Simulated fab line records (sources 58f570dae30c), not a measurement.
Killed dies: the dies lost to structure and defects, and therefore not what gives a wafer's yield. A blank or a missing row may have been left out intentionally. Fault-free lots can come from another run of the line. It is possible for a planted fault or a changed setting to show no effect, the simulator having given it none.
fab line records	flow berkeley_cmos170
record lots=24	wafers=72	last_day=12
route steps=331 shown START@4 NWELL@27 FIELD@96 M3@328
lots that met no fault: from a run of the same line without faults
start_h: hours from the record's opening day to when the first of the lot's shown wafers began	wait_h: time in hours since the lot's previous step	" the same as in the row above	L1.1+2: a single row standing in for several wafers	- no value, or no start was given	* or withheld: withheld	< > ~ a bound
route shown NAME@n: names a module that has steps shown in the file, with the first one's number in the route	usual: the fault-free wafers' mean and standard deviation	same: alike in all rows	chamber/n: place in a boat	sites: the reading at each site	_std_site: the values' standard deviation	_edge_site: mean of outer sites minus mean of inner sites	radius_mm: for every site, how far away it sits from the centre of the wafer	mask NAME#n: copy n	behind: the most recent tool/chamber to have shaped the wafer	hold: cause of the lot's hold/its duration in hours/its outcome	device: transistor that didn't switch, given as n, p or np	end of line: the same wafers' tests at the end of the route	for a step that has no rows: nothing shown but its recipe	killed: dies lost to structure and defects at the first sort, not the wafer's yield	map: per-die view of a wafer (x killed, . not killed, _ where there is no die)
set.NAME: the setting the step ran with; set.NAME@STEP: the setting that earlier step ran with	model.NAME: the simulator's own value behind a step, which no gauge read
steps of the route over a sample of lots; a table a step, a row a wafer
services: a tool's chamber out of use, with start hour (start_h, from the record's first day; less than 0 if before it), hours out, and reason
## steps
# step UCB170_START_THK_MEAS_03
# recipe reads=SiO2_of_START_OXIDATION_02
# usual START_OXIDE_THK=19.8/0.36
lot.wafer	tool	chamber	start_h	wait_h	START_OXIDE_THK[nm]
L074.1	film_metro-02	-	11.85	0.0	20.0
L074.2	"	-	"	"	20.2
L074.3	"	-	"	"	20.2
L075.2	film_metro-02	-	18.75	0.0	19.6
L075.4	"	-	"	"	19.4
L075.6	"	-	"	"	19.3
L076.1	film_metro-01	-	27.22	0.0	19.4
L076.3	"	-	"	"	19.4
L076.4	"	-	"	"	19.7
L077.3	film_metro-03	-	27.24	0.0	19.7
L077.4	"	-	"	"	19.9
L077.6	"	-	"	"	19.5
L078.1	film_metro-01	-	35.66	0.0	19.9
L078.3	"	-	"	"	19.8
L078.4	"	-	"	"	19.6
L079.1	film_metro-01	-	38.41	0.0	20.0
L079.4	"	-	"	"	19.9
L079.5	"	-	"	"	20.1
L080.4	film_metro-03	-	43.01	0.0	19.8
L080.5	"	-	"	"	19.7
L080.6	"	-	"	"	19.7
L081.1	film_metro-03	-	49.37	0.0	19.4
L081.4	"	-	"	"	19.7
L081.5	"	-	"	"	19.5
L082.1	film_metro-03	-	55.20	0.0	19.7
L082.2	"	-	"	"	19.3
L082.3	"	-	"	"	19.4
L083.4	film_metro-03	-	57.36	0.0	20.2
L083.5	"	-	"	"	19.5
L083.6	"	-	"	"	20.3
L084.1	film_metro-01	-	64.42	0.0	19.8
L084.4	"	-	"	"	20.3
L084.5	"	-	"	"	20.1
L085.2	film_metro-03	-	69.68	0.0	20.2
L085.5	"	-	"	"	20.4
L085.6	"	-	"	"	19.8
L086.2	film_metro-01	-	73.27	0.0	20.4
L086.3	"	-	"	"	19.7
L086.4	"	-	"	"	20.2
L087.2	film_metro-03	-	78.03	0.0	19.8
L087.4	"	-	"	"	20.2
L087.6	"	-	"	"	19.6
L088.1	film_metro-01	-	82.60	0.0	20.1
L088.2	"	-	"	"	19.8
L088.6	"	-	"	"	20.4
L089.1	film_metro-02	-	90.97	0.0	19.7
L089.2	"	-	"	"	19.8
L089.5	"	-	"	"	19.6
L090.1	film_metro-02	-	94.13	0.0	19.3
L090.2	"	-	"	"	19.5
L090.3	"	-	"	"	19.6
L091.1	film_metro-03	-	98.21	0.0	20.1
L091.3	"	-	"	"	19.8
L091.4	"	-	"	"	19.9
L092.1	film_metro-02	-	104.00	0.0	20.5
L092.3	"	-	"	"	20.2
L092.6	"	-	"	"	20.5
L093.1	film_metro-02	-	108.38	0.0	19.4
L093.4	"	-	"	"	19.9
L093.6	"	-	"	"	19.5
L094.3	film_metro-01	-	113.85	0.0	19.3
L094.5	"	-	"	"	19.3
L094.6	"	-	"	"	19.6
L095.1	film_metro-01	-	119.51	0.0	19.1
L095.4	"	-	"	"	19.4
L095.6	"	-	"	"	19.2
L096.2	film_metro-01	-	123.81	0.0	19.6
L096.3	"	-	"	"	19.7
L096.4	"	-	"	"	19.9
L097.4	film_metro-01	-	129.48	0.0	19.3
L097.5	"	-	"	"	19.5
L097.6	"	-	"	"	19.1
# step UCB170_NWELL_ETCH_13
# recipe chemistry=CH3F/Ar/O2	target=Si3N4	stop_on=SiO2	CH3F_flow_sccm=20	Ar_flow_sccm=50	O2_flow_sccm=7	pressure_mtorr=50	rf_w=450	target_depth_a=2464	over_etch_frac=0.1	time_s=154
# usual drypump_motor_current_A=5.6/0.39	oes_product_au=0.943/0.011	throttle_valve_pct=8.07/0.12
lot.wafer	tool	chamber	start_h	wait_h	drypump_motor_current_A	oes_product_au	rf_hours_counter_h	throttle_valve_pct
L074.1	rie_diel-02	2	31.04	0.0	5.3	0.972	25	8.17
L074.2	"	3	"	"	5.7	0.946	177	8.14
L074.3	"	1	"	"	5.1	0.951	47	8.05
L075.2	rie_diel-04	0	41.47	0.0	6.1	0.949	158	7.85
L075.4	"	2	"	"	5.8	0.925	118	8.19
L075.6	"	0	"	"	6.1	0.963	-	7.85
L077.3	rie_diel-04	2	46.54	0.0	5.8	0.923	118	8.17
L077.4	"	1	"	"	5.2	0.943	21	7.80
L077.6	"	0	"	"	6.1	0.944	-	7.82
L076.1	rie_diel-01	3	46.82	0.0	5.9	0.942	91	8.02
L076.3	"	1	"	"	4.9	0.948	117	8.06
L076.4	"	3	"	"	5.9	0.948	-	8.01
L078.1	rie_diel-02	3	54.88	0.0	5.7	0.929	0	8.14
L078.3	"	2	"	"	5.3	0.962	26	8.16
L078.4	"	0	"	"	5.9	0.949	162	8.07
L079.1	rie_diel-04	3	55.03	0.0	6.0	0.955	132	8.02
L079.4	"	2	"	"	5.8	0.930	119	8.16
L079.5	"	2	"	"	5.9	0.933	-	8.17
L080.4	rie_diel-02	1	57.34	0.0	5.1	0.941	48	8.05
L080.5	"	1	"	"	5.1	0.951	-	8.06
L080.6	"	0	"	"	5.9	0.949	-	8.07
L081.1	rie_diel-04	0	64.40	0.0	6.1	0.961	159	7.83
L081.4	"	2	"	"	5.8	0.932	119	8.18
L081.5	"	3	"	"	5.9	0.956	-	8.03
L082.1	rie_diel-01	3	70.09	0.0	5.9	0.959	91	8.02
L082.2	"	2	"	"	5.8	0.939	1	8.24
L082.3	"	1	"	"	4.9	0.957	117	8.07
L083.4	rie_diel-01	2	73.11	0.0	5.9	0.941	1	8.24
L083.5	"	1	"	"	4.9	0.959	-	8.09
L083.6	"	0	"	"	5.9	0.935	-	8.18
L084.1	rie_diel-01	2	78.29	0.0	5.8	0.939	1	8.22
L084.4	"	3	"	"	5.9	0.952	92	8.02
L084.5	"	3	"	"	5.9	0.947	-	8.01
L085.2	rie_diel-04	3	85.22	0.0	6.0	0.940	133	8.02
L085.5	"	0	"	"	6.1	0.943	-	7.87
L085.6	"	3	"	"	6.0	0.948	-	8.02
L086.2	rie_diel-02	1	85.32	0.0	5.1	0.936	50	8.06
L086.3	"	3	"	"	5.7	0.932	2	8.15
L086.4	"	0	"	"	5.9	0.950	164	8.08
L087.2	rie_diel-04	2	91.88	0.0	5.8	0.918	120	8.17
L087.4	"	0	"	"	6.1	0.948	160	7.84
L087.6	"	2	"	"	5.8	0.928	-	8.16
L088.1	rie_diel-04	0	103.29	0.0	6.1	0.955	161	7.86
L088.2	"	3	"	"	5.9	0.955	134	8.00
L088.6	"	3	"	"	5.9	0.950	-	8.00
L089.1	rie_diel-02	3	108.07	0.0	5.7	0.944	3	8.14
L089.2	"	1	"	"	5.1	0.937	51	8.06
L089.5	"	2	"	"	5.3	0.959	-	8.16
L090.1	rie_diel-02	3	108.58	0.0	5.7	0.939	3	8.13
L090.2	"	2	"	"	5.3	0.955	29	8.17
L090.3	"	1	"	"	5.1	0.938	51	8.07
L091.1	rie_diel-01	2	112.49	0.0	5.8	0.926	2	8.23
L091.3	"	0	"	"	5.9	0.914	12	8.17
L091.4	"	1	"	"	4.9	0.944	119	8.08
L092.1	rie_diel-01	1	116.81	0.0	4.9	0.952	119	8.09
L092.3	"	0	"	"	5.9	0.942	12	8.17
L092.6	"	2	"	"	5.9	0.937	-	8.23
L093.1	rie_diel-01	1	122.85	0.0	4.9	0.939	119	8.08
L093.4	"	0	"	"	5.9	0.925	12	8.17
L093.6	"	0	"	"	5.9	0.917	-	8.18
L094.3	rie_diel-01	1	130.22	0.0	4.9	0.943	120	8.07
L094.5	"	0	"	"	5.9	0.930	-	8.18
L094.6	"	1	"	"	4.9	0.941	-	8.09
L095.1	rie_diel-01	1	134.53	0.0	4.9	0.957	120	8.07
L095.4	"	0	"	"	5.9	0.939	13	8.17
L095.6	"	0	"	"	5.9	0.929	-	8.18
L096.2	rie_diel-02	0	143.05	0.0	5.8	0.939	2	8.11
L096.3	"	2	"	"	5.3	0.953	31	8.17
L096.4	"	3	"	"	5.7	0.946	5	8.13
L097.4	rie_diel-02	2	150.15	0.0	5.3	0.957	31	8.16
L097.5	"	2	"	"	5.3	0.954	-	8.17
L097.6	"	3	"	"	5.7	0.935	-	8.14
# step UCB170_NWELL_TW_MEAS_16
# usual NWELL_TW=1249/9.5
lot.wafer	tool	chamber	start_h	wait_h	NWELL_TW
L074.1	film_metro-04	-	31.39	0.1	1248
L074.2	"	-	"	"	1241
L074.3	"	-	"	"	1245
L075.2	film_metro-04	-	41.83	0.1	1249
L075.4	"	-	"	"	1249
L075.6	"	-	"	"	1252
L077.3	film_metro-02	-	46.91	0.1	1266
L077.4	"	-	"	"	1267
L077.6	"	-	"	"	1259
L076.1	film_metro-01	-	47.17	0.1	1248
L076.3	"	-	"	"	1253
L076.4	"	-	"	"	1244
L078.1	film_metro-04	-	55.23	0.1	1235
L078.3	"	-	"	"	1235
L078.4	"	-	"	"	1241
L079.1	film_metro-01	-	55.38	0.1	1254
L079.4	"	-	"	"	1256
L079.5	"	-	"	"	1254
L080.4	film_metro-01	-	57.72	0.1	1254
L080.5	"	-	"	"	1258
L080.6	"	-	"	"	1258
L081.1	film_metro-04	-	64.75	0.1	1237
L081.4	"	-	"	"	1241
L081.5	"	-	"	"	1236
L082.1	film_metro-04	-	70.44	0.1	1232
L082.2	"	-	"	"	1238
L082.3	"	-	"	"	1239
L083.4	film_metro-02	-	73.49	0.1	1256
L083.5	"	-	"	"	1255
L083.6	"	-	"	"	1258
L084.1	film_metro-04	-	78.65	0.1	1239
L084.4	"	-	"	"	1234
L084.5	"	-	"	"	1234
L085.2	film_metro-04	-	85.58	0.1	1244
L085.5	"	-	"	"	1236
L085.6	"	-	"	"	1242
L086.2	film_metro-01	-	85.68	0.1	1261
L086.3	"	-	"	"	1262
L086.4	"	-	"	"	1254
L087.2	film_metro-01	-	92.24	0.1	1260
L087.4	"	-	"	"	1253
L087.6	"	-	"	"	1253
L088.1	film_metro-04	-	103.64	0.1	1243
L088.2	"	-	"	"	1236
L088.6	"	-	"	"	1237
L089.1	film_metro-01	-	108.43	0.1	1247
L089.2	"	-	"	"	1247
L089.5	"	-	"	"	1249
L090.1	film_metro-04	-	108.93	0.1	1237
L090.2	"	-	"	"	1243
L090.3	"	-	"	"	1243
L091.1	film_metro-02	-	112.84	0.1	1260
L091.3	"	-	"	"	1257
L091.4	"	-	"	"	1259
L092.1	film_metro-04	-	117.17	0.1	1245
L092.3	"	-	"	"	1250
L092.6	"	-	"	"	1236
L093.1	film_metro-04	-	123.21	0.1	1252
L093.4	"	-	"	"	1248
L093.6	"	-	"	"	1256
L094.3	film_metro-02	-	130.59	0.1	1269
L094.5	"	-	"	"	1256
L094.6	"	-	"	"	1251
L095.1	film_metro-04	-	134.88	0.1	1239
L095.4	"	-	"	"	1235
L095.6	"	-	"	"	1249
L096.2	film_metro-02	-	143.41	0.1	1268
L096.3	"	-	"	"	1260
L096.4	"	-	"	"	1267
L097.4	film_metro-02	-	150.53	0.1	1258
L097.5	"	-	"	"	1260
L097.6	"	-	"	"	1250
# step UCB170_FIELD_THK_MEAS_90
# recipe reads=SiO2_of_FIELD_OXIDATION_01
# usual FIELD_OXIDE_LEFT_1_THK=446/8.3
lot.wafer	tool	chamber	start_h	wait_h	FIELD_OXIDE_LEFT_1_THK[nm]
L074.1	film_metro-04	-	90.83	0.0	440
L074.2	"	-	"	"	442
L074.3	"	-	"	"	433
L076.1	film_metro-03	-	101.85	0.0	443
L076.3	"	-	"	"	446
L076.4	"	-	"	"	442
L075.2	film_metro-01	-	101.86	0.0	429
L075.4	"	-	"	"	439
L075.6	"	-	"	"	439
L077.3	film_metro-04	-	101.88	0.0	453
L077.4	"	-	"	"	441
L077.6	"	-	"	"	446
L078.1	film_metro-03	-	114.02	0.0	442
L078.3	"	-	"	"	441
L078.4	"	-	"	"	446
L080.4	film_metro-04	-	114.05	0.0	443
L080.5	"	-	"	"	442
L080.6	"	-	"	"	441
L081.1	film_metro-04	-	124.90	0.0	447
L081.4	"	-	"	"	437
L081.5	"	-	"	"	434
L079.1	film_metro-01	-	124.92	0.0	458
L079.4	"	-	"	"	440
L079.5	"	-	"	"	438
L083.4	film_metro-03	-	131.10	0.0	445
L083.5	"	-	"	"	453
L083.6	"	-	"	"	445
L082.1	film_metro-03	-	131.13	0.1	429
L082.2	"	-	"	"	438
L082.3	"	-	"	"	436
L084.1	film_metro-03	-	146.56	0.0	444
L084.4	"	-	"	"	453
L084.5	"	-	"	"	441
L085.2	film_metro-01	-	146.57	0.0	452
L085.5	"	-	"	"	449
L085.6	"	-	"	"	452
L086.2	film_metro-04	-	146.57	0.0	453
L086.3	"	-	"	"	446
L086.4	"	-	"	"	443
L087.2	film_metro-04	-	158.97	0.0	453
L087.4	"	-	"	"	458
L087.6	"	-	"	"	450
L090.1	film_metro-03	-	171.75	0.0	457
L090.2	"	-	"	"	469
L090.3	"	-	"	"	466
L089.1	film_metro-03	-	171.81	0.1	457
L089.2	"	-	"	"	450
L089.5	"	-	"	"	443
L088.1	film_metro-03	-	171.87	0.1	463
L088.2	"	-	"	"	452
L088.6	"	-	"	"	461
L091.1	film_metro-01	-	177.52	0.0	453
L091.3	"	-	"	"	448
L091.4	"	-	"	"	453
L092.1	film_metro-04	-	177.52	0.0	452
L092.3	"	-	"	"	434
L092.6	"	-	"	"	443
L093.1	film_metro-04	-	194.58	0.0	437
L093.4	"	-	"	"	448
L093.6	"	-	"	"	450
L094.3	film_metro-01	-	194.60	0.0	433
L094.5	"	-	"	"	436
L094.6	"	-	"	"	429
L096.2	film_metro-04	-	203.64	0.0	447
L096.3	"	-	"	"	437
L096.4	"	-	"	"	445
L095.1	film_metro-01	-	203.68	0.1	442
L095.4	"	-	"	"	449
L095.6	"	-	"	"	437
L097.4	film_metro-04	-	211.02	0.0	443
L097.5	"	-	"	"	447
L097.6	"	-	"	"	444
# step UCB170_M3_STRIP_19
# recipe chemistry=O2	power_w=400	pressure_mtorr=3500	platen_temp_c=withheld	o2_flow_sccm=400	overash_fraction=0.5
# usual drypump_motor_current_A=5.37/0.25	oes_product_au=0.555/0.015
lot.wafer	tool	chamber	start_h	wait_h	drypump_motor_current_A	oes_product_au	rf_hours_counter_h
L074.1	plasma_asher-03	0	158.93	0.1	5.40	0.553	46
L074.2	"	1	"	"	5.25	0.541	46
L074.3	"	0	"	"	5.38	0.561	-
L075.2	plasma_asher-03	1	166.10	0.1	5.27	0.542	46
L075.4	"	0	"	"	5.41	0.540	-
L075.6	"	1	"	"	5.26	0.558	-
L076.1	plasma_asher-03	0	166.65	0.1	5.39	0.574	47
L076.3	"	0	"	"	5.41	0.540	-
L076.4	"	1	"	"	5.27	0.570	-
L077.3	plasma_asher-02	0	167.01	0.1	5.04	0.548	-
L077.4	"	1	"	"	5.58	0.570	-
L077.6	"	0	"	"	5.05	0.550	-
L078.1	plasma_asher-02	1	189.51	0.1	5.58	0.576	51
L078.3	"	0	"	"	5.03	0.539	-
L078.4	"	1	"	"	5.61	0.571	-
L080.4	plasma_asher-03	1	189.79	0.1	5.25	0.549	-
L080.5	"	1	"	"	5.26	0.531	-
L080.6	"	0	"	"	5.39	0.554	-
L079.1	plasma_asher-02	1	198.70	0.1	5.60	0.554	52
L079.4	"	0	"	"	5.09	0.554	-
L079.5	"	0	"	"	5.06	0.545	-
L081.1	plasma_asher-01	0	199.36	0.1	5.26	0.579	8
L081.4	"	1	"	"	5.90	0.549	-
L081.5	"	1	"	"	5.91	0.543	-
L082.1	plasma_asher-02	1	202.93	0.1	5.61	0.561	52
L082.2	"	0	"	"	5.06	0.573	52
L082.3	"	0	"	"	5.06	0.559	-
L083.4	plasma_asher-01	0	203.26	0.2	5.26	0.582	-
L083.5	"	0	"	"	5.26	0.600	-
L083.6	"	1	"	"	5.89	0.585	-
L086.2	plasma_asher-03	1	219.33	0.2	5.26	0.583	51
L086.3	"	1	"	"	5.25	0.573	-
L086.4	"	0	"	"	5.38	0.587	-
L085.2	plasma_asher-01	0	219.69	0.1	5.24	0.562	11
L085.5	"	0	"	"	5.25	0.552	-
L085.6	"	1	"	"	5.89	0.555	-
L084.1	plasma_asher-03	1	219.97	0.1	5.25	0.553	51
L084.4	"	1	"	"	5.25	0.530	-
L084.5	"	0	"	"	5.37	0.549	-
L087.2	plasma_asher-02	0	229.22	0.1	5.01	0.561	55
L087.4	"	0	"	"	4.99	0.549	-
L087.6	"	1	"	"	5.58	0.568	-
L088.1	plasma_asher-03	0	238.10	0.1	5.41	0.524	53
L088.2	"	1	"	"	5.27	0.547	53
L088.6	"	1	"	"	5.29	0.550	-
L089.1	plasma_asher-02	0	238.37	0.1	5.06	0.545	57
L089.2	"	1	"	"	5.58	0.563	57
L089.5	"	1	"	"	5.59	0.544	-
L090.1	plasma_asher-02	0	243.89	0.1	5.05	0.548	57
L090.2	"	1	"	"	5.58	0.549	57
L090.3	"	1	"	"	5.58	0.550	-
L092.1	plasma_asher-02	0	248.49	0.3	5.04	0.575	58
L092.3	"	1	"	"	5.58	0.561	-
L092.6	"	0	"	"	5.03	0.569	-
L091.1	plasma_asher-03	1	248.52	0.1	5.25	0.540	54
L091.3	"	1	"	"	5.27	0.554	-
L091.4	"	0	"	"	5.40	0.543	-
L094.3	plasma_asher-01	0	260.84	0.1	5.26	0.567	-
L094.5	"	1	"	"	5.89	0.539	-
L094.6	"	0	"	"	5.27	0.562	-
L093.1	plasma_asher-03	1	261.08	0.1	5.26	0.528	56
L093.4	"	1	"	"	5.26	0.529	-
L093.6	"	1	"	"	5.25	0.517	-
L096.2	plasma_asher-02	1	268.21	0.2	5.58	0.554	60
L096.3	"	0	"	"	5.02	0.562	-
L096.4	"	1	"	"	5.59	0.563	-
L095.1	plasma_asher-03	0	268.34	0.1	5.40	0.568	56
L095.4	"	1	"	"	5.25	0.564	-
L095.6	"	1	"	"	5.23	0.569	-
L097.4	plasma_asher-01	0	280.74	0.1	5.25	0.544	-
L097.5	"	1	"	"	5.88	0.559	-
L097.6	"	0	"	"	5.27	0.554	-
# step UCB170_M3_CD_MEAS_90
# recipe target_cd_nm=700
# usual cd_nm=701.0/2.7
lot.wafer	tool	chamber	start_h	wait_h	cd_nm
L074.1	cd_sem-01	-	159.03	0.1	702.4
L074.2	"	-	"	"	697.4
L074.3	"	-	"	"	700.7
L075.2	cd_sem-01	-	166.22	0.1	709.6
L075.4	"	-	"	"	705.9
L075.6	"	-	"	"	701.5
L076.1	cd_sem-01	-	166.75	0.1	698.4
L076.3	"	-	"	"	695.5
L076.4	"	-	"	"	694.5
L077.3	cd_sem-02	-	167.12	0.1	698.8
L077.4	"	-	"	"	702.2
L077.6	"	-	"	"	699.5
L078.1	cd_sem-01	-	189.61	0.1	702.5
L078.3	"	-	"	"	697.3
L078.4	"	-	"	"	699.8
L080.4	cd_sem-01	-	189.91	0.1	701.2
L080.5	"	-	"	"	698.1
L080.6	"	-	"	"	703.5
L079.1	cd_sem-01	-	198.80	0.1	698.9
L079.4	"	-	"	"	701.1
L079.5	"	-	"	"	702.8
L081.1	cd_sem-01	-	199.46	0.1	700.3
L081.4	"	-	"	"	694.9
L081.5	"	-	"	"	695.8
L082.1	cd_sem-02	-	203.03	0.1	699.5
L082.2	"	-	"	"	698.6
L082.3	"	-	"	"	698.5
L083.4	cd_sem-01	-	203.39	0.1	702.9
L083.5	"	-	"	"	700.5
L083.6	"	-	"	"	700.9
L086.2	cd_sem-01	-	219.45	0.1	698.7
L086.3	"	-	"	"	696.6
L086.4	"	-	"	"	699.3
L085.2	cd_sem-01	-	219.81	0.1	703.0
L085.5	"	-	"	"	701.4
L085.6	"	-	"	"	705.0
L084.1	cd_sem-02	-	220.07	0.1	702.2
L084.4	"	-	"	"	704.2
L084.5	"	-	"	"	702.8
L087.2	cd_sem-02	-	229.34	0.1	703.9
L087.4	"	-	"	"	701.5
L087.6	"	-	"	"	699.8
L088.1	cd_sem-01	-	238.23	0.1	698.0
L088.2	"	-	"	"	704.1
L088.6	"	-	"	"	701.3
L089.1	cd_sem-01	-	238.47	0.1	702.8
L089.2	"	-	"	"	700.0
L089.5	"	-	"	"	705.1
L090.1	cd_sem-02	-	243.99	0.1	701.5
L090.2	"	-	"	"	702.7
L090.3	"	-	"	"	700.7
L092.1	cd_sem-01	-	248.59	0.1	700.6
L092.3	"	-	"	"	698.6
L092.6	"	-	"	"	699.5
L091.1	cd_sem-02	-	248.64	0.1	704.5
L091.3	"	-	"	"	704.3
L091.4	"	-	"	"	704.2
L094.3	cd_sem-02	-	260.95	0.1	705.0
L094.5	"	-	"	"	704.9
L094.6	"	-	"	"	703.4
L093.1	cd_sem-02	-	261.27	0.2	697.0
L093.4	"	-	"	"	698.8
L093.6	"	-	"	"	697.7
L096.2	cd_sem-02	-	268.40	0.2	700.9
L096.3	"	-	"	"	702.2
L096.4	"	-	"	"	699.7
L095.1	cd_sem-02	-	268.50	0.1	698.0
L095.4	"	-	"	"	698.6
L095.6	"	-	"	"	697.6
L097.4	cd_sem-02	-	280.87	0.1	704.9
L097.5	"	-	"	"	700.6
L097.6	"	-	"	"	704.5
## services
tool	chamber	start_h	hours	kind
rie_diel-04	3	12.60	9.0	repair
plasma_asher-01	-	17.12	17.9	repair
rie_diel-01	2	31.47	-	clean
rie_diel-01	2	31.47	16.3	scheduled_down
plasma_asher-01	-	38.86	3.4	pm
plasma_asher-02	-	48.55	0.6	repair
rie_diel-01	-	66.31	0.3	repair
rie_diel-01	-	94.06	0.4	repair
plasma_asher-01	-	108.81	9.0	pm
rie_diel-04	-	110.62	2.1	repair
plasma_asher-02	-	118.50	8.3	repair
rie_diel-04	2	126.21	6.0	repair
rie_diel-04	-	140.20	0.2	repair
rie_diel-04	0	155.21	22.6	repair
plasma_asher-01	-	169.14	2.3	repair
rie_diel-02	0	176.48	5.4	repair
rie_diel-02	3	177.74	2.9	repair
rie_diel-04	2	193.88	7.4	repair
plasma_asher-03	-	199.18	10.5	repair
plasma_asher-03	-	244.97	2.8	pm
rie_diel-02	2	253.33	8.4	repair
plasma_asher-03	-	262.28	1.5	repair
rie_diel-04	2	273.43	3.4	repair
rie_diel-04	0	275.79	3.7	repair
## key
fault none
